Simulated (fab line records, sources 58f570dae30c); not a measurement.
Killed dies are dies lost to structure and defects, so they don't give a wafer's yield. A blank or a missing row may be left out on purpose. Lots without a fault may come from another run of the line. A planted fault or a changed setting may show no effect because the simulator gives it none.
One fault seen from 2 desks | flow berkeley_cmos170 | each desk has only its own numbers; what lay behind them comes last

THE METROLOGY DESK
What the gauges read, lot by lot, whatever tool the lot ran on: means of the sampled wafers that have a number. A lot is out of limits, marked OUT, if its mean lies more than 4 standard deviations from the usual mean; the brackets give that distance.
Columns: A = V1_TEOS_THK at UCB170_V1_THK_MEAS_01, usual 2001 nm
lot  | first seen here | A
L361 | day 8 17:47     | 1987
L362 | day 9 04:40     | 2004
L367 | day 9 20:29     | 1931
L366 | day 9 21:51     | 2013
L365 | day 9 23:09     | 1987
L369 | day 10 04:43    | 1965
L368 | day 10 06:22    | 2007
L372 | day 10 19:50    | 2015
L373 | day 11 07:26    | 2022
L375 | day 11 21:32    | 1954
L377 | day 12 06:53    | 1987
L380 | day 12 23:39    | 2030
L382 | day 13 18:10    | 2012
L384 | day 13 20:50    | 1972
This desk's finding: nothing out of limits on any of the 14 lots.

THE TOOL OWNER'S DESK: pecvd-03
The tool's own readings at UCB170_V1_CVD_00 (deposits SiO2 from TEOS/O2, target thk 2000 nm, time 250 s): means of the sampled wafers that have a number, for each lot that ran on this tool. A lot is out of limits, marked OUT, if its mean lies more than 4 standard deviations from the usual mean; the brackets give that distance.
Columns: A = heater_power_w at UCB170_V1_CVD_00, usual 265 W; B = rf_fwd_power_W at UCB170_V1_CVD_00, usual 548.3 W
lot  | first seen here | A   | B
L361 | day 8 17:38     | 222 | 548.6
L362 | day 9 04:29     | 225 | 549.5
L367 | day 9 20:20     | 250 | 550.0
L369 | day 10 04:34    | 239 | 549.5
L373 | day 11 07:12    | 280 | 547.8
L375 | day 11 21:22    | 267 | 528.0 (-13) OUT
L377 | day 12 06:44    | 266 | 527.6 (-13) OUT
This desk's finding: out of limits on L375, L377; first on L375, day 11 21:22 (rf_fwd_power_W at UCB170_V1_CVD_00). In limits: L361, L362, L367, L369, L373.

PUT TOGETHER
The tool owner's desk could have raised an alarm at day 11 21:22, on L375, L377.
The metrology desk saw nothing out of limits.
The metrology desk has L375, L377 on record, within its limits.
Of the lots named, all ran UCB170_V1_CVD_00 on pecvd-03.

WHAT THE SIMULATOR HAD PUT IN
Process parameter drift: pecvd-03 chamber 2, from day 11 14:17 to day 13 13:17, at UCB170_V1_CVD_00. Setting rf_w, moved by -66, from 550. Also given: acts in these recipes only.
Lots struck among those shown: L375, L377.
Hours from the fault's start to each desk's first reading out of limits: the tool owner's desk, 7.
